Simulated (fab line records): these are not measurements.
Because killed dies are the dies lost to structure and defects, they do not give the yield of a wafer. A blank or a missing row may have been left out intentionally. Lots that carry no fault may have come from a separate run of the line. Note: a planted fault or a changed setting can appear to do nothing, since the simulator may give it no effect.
Split-lot study | flow berkeley cmos170 | 23 wafers read from 5 lots, route of 331 steps

THE SPLIT ITSELF
At UCB170_NSD_IMPLANT_08, the setting energy kev was moved away from the recipe's 40 on 8 of the 23 wafers read, by -4.3% to +5.8%. The other wafers ran this setting at the recipe's value.

FROM THE SPLIT TO THE READING: what the file shows between them, 5 steps
- UCB170_NSD_STRIP_09: strips in O2
- UCB170_NSD_CLEAN_11: cleans in SPM, time 600 s
- UCB170_SDANNEAL_RTA_00: time 10 s
- UCB170_SDANNEAL_RTA_01: time 5 s
- UCB170_SDANNEAL_RS_MEAS_02: measures by four-point-probe

THE READING
NSD_RS, in ohm/sq, at UCB170_SDANNEAL_RS_MEAS_03 (measures by four-point-probe). A value of 37.28 ohm/sq with a standard deviation of 0.11 ohm/sq is what fault-free wafers of this fab line usually give.

wafer  | tool, chamber at the split | energy kev as run | against the recipe | NSD_RS, ohm/sq | against lot-mates on the recipe
L076.1 | implanter-03, 0            | 40                | recipe             | 37.26          | -
L076.2 | implanter-03, 0            | 40.77             | +1.9%              | 37.14          | -0.09
L076.3 | implanter-03, 0            | 40.77             | +1.9%              | 37.11          | -0.12
L076.4 | implanter-03, 0            | 40                | recipe             | 37.21          | -
L076.5 | implanter-03, 0            | 40.77             | +1.9%              | 37.23          | -0.01
L075.2 | implanter-04, 0            | 40                | recipe             | 37.50          | -
L075.3 | implanter-04, 0            | 38.3              | -4.3%              | 37.96          | +0.46
L075.4 | implanter-04, 0            | 40                | recipe             | 37.50          | -
L075.5 | implanter-04, 0            | 40                | recipe             | 37.49          | -
L075.6 | implanter-04, 0            | 38.3              | -4.3%              | 38.06          | +0.56
L079.1 | implanter-04, 0            | 40                | recipe             | 37.26          | -
L079.3 | implanter-04, 0            | 42.31             | +5.8%              | 36.59          | -0.66
L079.4 | implanter-04, 0            | 40                | recipe             | 37.25          | -
L079.5 | implanter-04, 0            | 42.31             | +5.8%              | 36.58          | -0.67
L079.6 | implanter-04, 0            | 42.31             | +5.8%              | 36.64          | -0.61
L082.1 | implanter-01, 0            | 40                | recipe             | 37.17          | -
L082.3 | implanter-01, 0            | 40                | recipe             | 36.99          | -
L082.4 | implanter-01, 0            | 40                | recipe             | 37.23          | -
L082.5 | implanter-01, 0            | 40                | recipe             | 37.16          | -
L082.6 | implanter-01, 0            | 40                | recipe             | 37.17          | -
L084.2 | implanter-03, 0            | 40                | recipe             | 37.22          | -
L084.5 | implanter-03, 0            | 40                | recipe             | 37.28          | -
L084.6 | implanter-03, 0            | 40                | recipe             | 37.19          | -

THE FIT
A straight line over all 23 wafers: NSD_RS changes by -0.129 ohm/sq for each +1% of energy kev; r = -0.92; the points scatter about the line by 0.14 ohm/sq.
The same after taking each lot's own level away (the mean of its wafers on the recipe; 23 wafers): -0.111 ohm/sq for each +1%; r = -0.97; scatter 0.071 ohm/sq.
According to that fit, moving energy kev by its largest amount changes the reading by 0.64 ohm/sq.
The span of the lots' own levels, 37.144 to 37.497 ohm/sq, comes to 3.2 times the standard deviation stated above.
Thus the slope moves with the lot-to-lot level: the two fits are different.
Check: for one of the wafers moved furthest among these (+5.8%), held out of the fit, the line's prediction against its lot-mates is -0.609 ohm/sq. Against them it came out at -0.665 ohm/sq.

THESE WAFERS: OTHER SPLITS
Other splits were also applied to these wafers ahead of the reading. Each is held against what the fit with the lots' levels taken away leaves over:
other split on the same wafers | wafers away from the commonest value | r with NSD_RS (lot level and that fit taken away)
UCB170_PSD_IMPLANT_08 dose cm2 | 5                                    | +0.05

THE WHOLE CHAIN: every reading that the file lists as answering this split, in the file's order
step                       | what it does                 | reading                                                         | change (the file's fit)               | r (the file's)
UCB170_NSD_IMPLANT_08      |                              | implant.rp nm (the simulator's own value, which no gauge read)  | +0.479 nm for each +1% of the setting | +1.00
UCB170_NSD_IMPLANT_08      |                              | implant.drp nm (the simulator's own value, which no gauge read) | +0.179 nm for each +1% of the setting | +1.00
UCB170_NSD_STRIP_09        | strips in O2                 | strip time to endpoint s                                        | withheld for each +1% of the setting  | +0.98
UCB170_SDANNEAL_RS_MEAS_03 | measures by four-point-probe | NSD_RS                                                          | -0.11 for each +1% of the setting     | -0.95

FILE'S OWN FIT
NSD_RS changes by -0.11 ohm/sq for each +1% of energy kev, r = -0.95.
